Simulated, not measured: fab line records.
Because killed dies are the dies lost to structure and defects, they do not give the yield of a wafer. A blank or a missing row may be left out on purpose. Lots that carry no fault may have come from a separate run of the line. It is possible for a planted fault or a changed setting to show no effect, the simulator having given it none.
What tool caused it? | flow berkeley cmos170 | 18 wafers from 6 lots sampled at 3 of the route's 331 steps

## WHAT EACH GAUGE READ, for each wafer
UCB170_CONTACT_THK_MEAS_02.
lot  | measured     | on            | CONTACT_PSG_THK (nm)
L917 | day 8 01:05  | film metro-02 | 714 715 715
L923 | day 9 13:51  | film metro-02 | 768 772 768
L920 | day 9 14:55  | film metro-04 | 717 717 715
L929 | day 10 03:50 | film metro-03 | 715 724 723
L931 | day 10 10:08 | film metro-02 | 724 724 723
L932 | day 10 20:59 | film metro-02 | 726 718 720

## WHICH TOOL RAN EACH LOT (tool, then ch and the chambers of the sampled wafers, then the start)
lot  | UCB170_SDANNEAL_RTA_01           | UCB170_CONTACT_CVD_01
L917 | rtp anneal-01 ch 0, day 7 21:38  | lpcvd-01 ch 0, day 7 23:19
L923 | rtp anneal-02 ch 0, day 9 10:58  | lpcvd-01 ch 0, day 9 12:04
L920 | rtp anneal-01 ch 0, day 9 11:25  | lpcvd-02 ch 0, day 9 13:07
L929 | rtp anneal-02 ch 0, day 10 00:58 | lpcvd-02 ch 1, day 10 02:02
L931 | rtp anneal-02 ch 0, day 10 07:16 | lpcvd-02 ch 1, day 10 08:20
L932 | rtp anneal-01 ch 0, day 10 18:07 | lpcvd-02 ch 1, day 10 19:11
- UCB170_SDANNEAL_RTA_01: time 5 s.
- UCB170_CONTACT_CVD_01: deposits PSG from SiH4/O2/PH3, target thk 700 nm, time 2820 s.

## THE ANSWER, worked out from the rows above alone
Rule: what is usual is taken from the lots themselves. Put in order of their means at a reading, lots are off if they are a third of the lots or fewer, leave a main group of 4 or more, and stand apart from it by a gap of 3 or more times the standard deviation of the main group's means; of several such gaps the widest counts. The tables above print the reading to a certain number of digits; a main group whose means all agree to those digits is not used. Also off: a lot with no number at a reading for which 4 or more lots have one. The other lots that the step has rows for count as sound.
Off: L923, seen at UCB170_CONTACT_THK_MEAS_02 (CONTACT_PSG_THK). The main group: mean 719 nm, standard deviation 3.3.
If a tool, at a process step before that reading, ran all the lots that are off and no sound lot after the first of them, it fits. The gauges at UCB170_CONTACT_THK_MEAS_02 are tried like those tools. One fits: UCB170_CONTACT_CVD_01 on lpcvd-01. Its last sound lot is L917 (day 7 23:19), its first lot that is off L923 (day 9 12:04): a fault that began between those two fits.

## WHAT THE SIMULATOR HAD PUT IN
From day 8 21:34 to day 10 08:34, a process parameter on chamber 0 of lpcvd-01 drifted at UCB170_CONTACT_CVD_01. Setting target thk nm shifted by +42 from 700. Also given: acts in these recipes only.
Shown lots that were struck: L923. The rule above reached the same finding.
